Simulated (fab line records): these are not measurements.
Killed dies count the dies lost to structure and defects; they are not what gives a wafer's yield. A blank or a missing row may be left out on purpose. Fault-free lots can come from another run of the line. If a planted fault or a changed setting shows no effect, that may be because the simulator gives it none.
Which of the tools did it?    flow berkeley_cmos170    Sampling: 15 lots, 45 wafers, 6 of 331 route steps

## WHAT THE GAUGES SHOWED, per wafer
UCB170_PWELL_THK_MEAS_03. Usual: PWELL_OXIDE_THK typically reads 26.4 nm, with standard deviation 0.41.
lot   measured     on             PWELL_OXIDE_THK (nm)  flag
L614  day 2 17:45  film_metro-02  26.5 26.6 25.8        
L616  day 2 22:23  film_metro-01  26.0 26.4 26.3        
L617  day 3 04:58  film_metro-02  25.9 25.8 26.4        
L619  day 3 15:12  film_metro-04  27.0 27.0 27.0        
L620  day 3 22:08  film_metro-02  26.9 26.5 26.6        
L621  day 4 01:34  film_metro-02  26.4 25.6 26.0        
L629  day 5 15:29  film_metro-01  25.9 26.2 26.1        
L630  day 6 01:58  film_metro-02  26.4 26.4 26.5        
L631  day 6 09:25  film_metro-04  26.9 27.1 27.2        
L632  day 6 15:10  film_metro-01  26.8 26.9 26.6        
L633  day 7 00:37  film_metro-02  26.3 26.5 26.2        
L634  day 7 00:37  film_metro-01  26.1 26.4 26.2        
L635  day 7 08:19  film_metro-04  26.8 26.6 26.4        
L637  day 7 13:50  film_metro-02  26.6 26.2 26.3        
L636  day 7 13:53  film_metro-02  26.1 26.6 26.3        

UCB170_ACTIVE_THK_MEAS_03. Usual: ACTIVE_OXIDE_THK typically reads 26.3 nm, with standard deviation 0.62.
lot   measured     on             ACTIVE_OXIDE_THK (nm)  flag
L614  day 3 19:20  film_metro-03  25.9 25.9 26.2         
L616  day 4 01:21  film_metro-03  26.8 27.0 27.1         
L617  day 4 07:38  film_metro-01  25.2 25.9 25.6         
L619  day 4 15:57  film_metro-01  27.1 26.7 26.8         
L620  day 4 23:40  film_metro-03  27.8 27.3 27.7         
L621  day 4 23:39  film_metro-04  26.9 26.7 27.1         
L629  day 6 20:26  film_metro-01  26.1 26.4 26.3         
L630  day 7 06:10  film_metro-03  25.5 26.5 26.3         
L631  day 7 11:35  film_metro-03  26.8 26.8 26.9         
L632  day 7 19:57  film_metro-04  26.1 26.4 26.4         
L633  day 8 00:02  film_metro-03  25.4 25.5 26.0         
L634  day 8 00:02  film_metro-01  25.6 25.7 25.6         
L635  day 8 19:17  film_metro-03  26.7 26.1 26.3         
L637  day 8 22:01  film_metro-03  26.1 26.4 26.1         
L636  day 8 22:04  film_metro-01  26.0 26.0 26.2         

UCB170_NVT_OVL_MEAS_06. Usual: NVT_OVL typically reads 2 nm, with standard deviation 6.3.
lot   measured      on          NVT_OVL (nm)  flag
L614  day 5 06:19   overlay-02  4 0 1         
L616  day 5 13:23   overlay-01  13 13 9       
L617  day 6 07:58   overlay-02  2 7 5         
L619  day 6 07:49   overlay-01  7 13 18       
L620  day 6 22:43   overlay-01  9 11 4        
L621  day 6 22:26   overlay-02  3 -4 0        
L629  day 8 13:40   overlay-02  5 -3 4        
L630  day 9 02:44   overlay-02  - - -         OFF
L631  day 9 02:29   overlay-01  - - -         OFF
L632  day 9 11:20   overlay-01  - - -         OFF
L633  day 9 10:55   overlay-01  3 4 10        
L634  day 9 10:37   overlay-01  5 0 -3        
L635  day 10 06:59  overlay-01  5 1 9         
L637  day 10 07:16  overlay-01  3 4 2         
L636  day 10 07:02  overlay-02  -5 -9 -6      

UCB170_PVT_TW_MEAS_09. Usual: PVT_TW typically reads 505, with standard deviation 5.
lot   measured      on             PVT_TW       flag
L614  day 5 09:00   film_metro-04  513 511 511  
L616  day 5 15:23   film_metro-02  504 504 503  
L617  day 6 10:06   film_metro-02  505 506 506  
L619  day 6 09:59   film_metro-01  498 500 498  
L620  day 7 00:26   film_metro-01  502 502 502  
L621  day 7 00:15   film_metro-04  512 510 507  
L629  day 8 15:35   film_metro-04  508 510 511  
L630  day 9 07:35   film_metro-04  646 647 648  OFF
L631  day 9 07:18   film_metro-02  636 634 639  OFF
L632  day 9 13:16   film_metro-04  642 641 641  OFF
L633  day 9 12:52   film_metro-01  496 497 496  
L634  day 9 12:18   film_metro-04  513 513 513  
L635  day 10 11:20  film_metro-02  508 509 507  
L637  day 10 11:31  film_metro-02  509 506 509  
L636  day 10 11:19  film_metro-04  510 508 509  

UCB170_GATE_CD_MEAS_12: the cd target is 350 nm. Usual: cd_nm reads 349.9 nm (standard deviation 1.5).
lot   measured      on         cd_nm (nm)         flag
L614  day 5 22:31   cd_sem-01  348.7 348.8 348.4  
L616  day 6 06:01   cd_sem-01  352.4 351.8 352.1  
L617  day 7 00:44   cd_sem-01  349.7 348.7 349.0  
L619  day 7 00:32   cd_sem-02  349.1 350.2 350.2  
L620  day 7 12:54   cd_sem-01  350.2 351.2 351.0  
L621  day 7 12:38   cd_sem-02  352.3 353.2 352.5  
L629  day 9 07:17   cd_sem-01  348.3 347.6 347.7  
L630  day 9 17:01   cd_sem-02  349.1 350.7 350.3  
L631  day 9 17:07   cd_sem-01  350.9 351.9 351.3  
L632  day 9 21:34   cd_sem-01  347.6 348.5 348.9  
L633  day 9 21:51   cd_sem-01  352.8 352.5 352.2  
L634  day 9 21:20   cd_sem-02  349.8 350.2 350.3  
L635  day 10 22:05  cd_sem-02  349.1 350.0 348.4  
L637  day 10 22:07  cd_sem-01  349.8 348.0 350.5  
L636  day 10 22:22  cd_sem-01  349.7 348.8 350.7  

## WHICH TOOL RAN EACH LOT (tool, then ch and the chambers of the sampled wafers, then the start)
lot   UCB170_NVT_COAT_01
L614  litho_track-02 ch 0, day 5 04:46
L616  litho_track-02 ch 0, day 5 12:41
L617  litho_track-02 ch 0, day 6 07:19
L619  litho_track-03 ch 0, day 6 07:00
L620  litho_track-01 ch 0, day 6 21:37
L621  litho_track-02 ch 0, day 6 21:22
L629  litho_track-03 ch 0, day 8 12:52
L630  litho_track-02, day 9 01:56
L631  litho_track-03, day 9 01:38
L632  litho_track-02, day 9 10:09
L633  litho_track-01 ch 0, day 9 10:04
L634  litho_track-03 ch 0, day 9 09:46
L635  litho_track-01 ch 0, day 10 05:25
L637  litho_track-03 ch 0, day 10 05:34
L636  litho_track-02 ch 0, day 10 05:34
- UCB170_NVT_COAT_01: resist thk 900 nm.

## WHAT THE TOOLS THEMSELVES READ (means of the sampled wafers that have a number; where no wafer has one, the mark that the record gives instead)
UCB170_NVT_COAT_01. Usual: chill_plate_temp_C 23.01 C, standard deviation 0.098; dispense_pressure_kPa 53.5 kPa, standard deviation 2.5.
lot   tool            chill_plate_temp_C (C)  dispense_pressure_kPa (kPa)  flag
L614  litho_track-02  22.96                   55.6                         
L616  litho_track-02  22.97                   55.6                         
L617  litho_track-02  23.07                   55.6                         
L619  litho_track-03  23.13                   53.8                         
L620  litho_track-01  22.95                   49.4                         
L621  litho_track-02  23.02                   55.6                         
L629  litho_track-03  23.06                   53.8                         
L630  litho_track-02  -                       -                            OFF
L631  litho_track-03  -                       -                            OFF
L632  litho_track-02  -                       -                            OFF
L633  litho_track-01  22.91                   49.5                         
L634  litho_track-03  23.02                   53.8                         
L635  litho_track-01  22.96                   49.5                         
L637  litho_track-03  23.01                   53.8                         
L636  litho_track-02  22.90                   55.6                         

## THE ANSWER, worked out from the rows above alone
Rule: a lot is off if the mean of its wafers that have a number lies more than 3 standard deviations from the usual mean. Also off: a lot with no number at a reading for which 4 or more lots have one. All remaining lots with rows at the step are treated as sound. After the gauges, taken in route order, come the tools' own readings; for these a lot's mean is taken, as printed above. The first step at which some lot is off is used, and at that step the reading that is off furthest; a lot without a number counts as furthest.
Off: L630, L631, L632, seen at UCB170_NVT_OVL_MEAS_06 (NVT_OVL). Without a number there: L630, L631, L632.
A tool fits if, at a process step before that reading, it ran every lot that is off, and no sound lot after the first of them. Not tried: the gauges at UCB170_NVT_OVL_MEAS_06; whatever is off there is also off at UCB170_PVT_TW_MEAS_09, on other tools, and gauge error can't account for it. No candidate that was tried fits.

## WHAT THE SIMULATOR HAD INSERTED
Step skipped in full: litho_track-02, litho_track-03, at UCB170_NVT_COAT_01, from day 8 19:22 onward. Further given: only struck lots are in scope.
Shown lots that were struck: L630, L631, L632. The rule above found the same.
